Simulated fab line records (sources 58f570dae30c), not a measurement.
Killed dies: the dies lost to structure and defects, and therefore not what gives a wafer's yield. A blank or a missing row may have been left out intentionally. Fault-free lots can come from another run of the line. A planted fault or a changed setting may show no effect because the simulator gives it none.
Problem report, 8D (eight disciplines) form, completed by code || flow berkeley-cmos170 || the parts of the form that need people (team, actions taken, sign-off) are left out

== 1. WHAT IS WRONG ==
Mean SPACER_TEOS_THK at UCB170_SPACER_THK_MEAS_01: 309 nm over 9 wafers in 3 lots; fault-free wafers: 374 nm, standard deviation 4.7. Relative to the usual mean, that is a shift of -14 standard deviations.
First observed at day 9 04:29: wafer L141.1, on film-metro-01. The record holds 45 wafers of 15 lots with a number at this step. The rule behind "out" and "out of limits": a value lying over 4 standard deviations away from the usual mean. All remaining wafers that have a number are taken as sound.

== 2. WHAT IT IS, AND WHAT IT ISN'T ==
{"question": "which readings at this step", "is": "SPACER_TEOS_THK", "is not": "-"}
{"question": "which lots", "is": "L141, L144, L147", "is not": "L130, L132, L133, L134, L137, L138, L140, L142, L143, L149, L150, L152"}
{"question": "which wafers of those lots", "is": "all that have a number", "is not": "-"}
{"question": "read on which gauges", "is": "film-metro-01, film-metro-02, film-metro-03", "is not": "-"}
{"question": "when", "is": "from day 9 04:29", "is not": "up to then (21 sound wafers); but 15 sound wafers of L142, L143, L149, L150, L152 came after"}

== 3. SUSPECTS, AND WHAT RULES EACH OUT ==
Counting: any tool at a process step up to the reading is kept as a suspect provided that every lot that is out went through it and no sound lot did after the first of them.
- the gauge at UCB170_SPACER_THK_MEAS_01 is ruled out. Those wafers that are out were read across 3 gauges (film-metro-01, film-metro-02, film-metro-03).
- pecvd-03 at UCB170_SPACER_CVD_00 (deposits SiO2 from TEOS/O2, target thk 376 nm, time 47 s): kept. It processed each lot that is out, first L141 at day 9 04:26, and no sound lot thereafter; up to then, the last sound lot it processed was L140 at day 8 05:40.
After counting, what remains is pecvd-03 at UCB170_SPACER_CVD_00.

== 4. THE CAUSE (what the simulator had put in) ==
Site profile drift: pecvd-03, from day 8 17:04 on, at UCB170_SPACER_CVD_00. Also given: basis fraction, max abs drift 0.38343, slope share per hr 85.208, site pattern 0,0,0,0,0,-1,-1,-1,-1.
After counting, this tool was the only one left.

== 5. SEQUENCE OF EFFECTS, ordered by route ==
One row per reading whose mean, taken over the struck wafers that have a number, lies over 3 standard deviations from the usual. Only readings for which the record gives a usual standard deviation are gone through. hours: the time from each lot's start at the first step in this table that gives one to its start at this step, as a median over the lots. sigmas: the change in usual standard deviations.
{"hours": 0, "step": "UCB170_SPACER_THK_MEAS_01", "reading": "SPACER_TEOS_THK", "usual": "374 nm", "on struck wafers": 309, "change": -65, "sigmas": -14}
{"hours": 5, "step": "UCB170_SPACER_ETCHBACK_03", "reading": "oes-product-au", "usual": "0.893 a.u.", "on struck wafers": 0.785, "change": -0.108, "sigmas": -6.4}
Here are the process steps it includes:
- UCB170_SPACER_ETCHBACK_03: etches SiO2 in CHF3/CF4/Ar, stops on Si, target depth 376 nm, time 100 s.
Later measuring or inspecting steps at which every struck wafer that the step has a row for has a number for every such reading, and none has moved that far: UCB170_PSD_TW_MEAS_10, UCB170_NSD_CD_MEAS_06.

== 6. WHAT WOULD HAVE CAUGHT IT SOONER ==
In this record the first reading out of limits at a measuring or inspecting step was taken at day 9 04:29, 11 hours after the fault began at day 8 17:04.
No tool reading at UCB170_SPACER_CVD_00 that has a usual standard deviation in the record was out on any struck wafer, so an alarm limit of 4 standard deviations on those readings would not have fired.
L144, L147, from the lots that are out (3), started UCB170_SPACER_CVD_00 on pecvd-03 later than day 9 04:29. A hold on the tool at that time would have spared those 2.
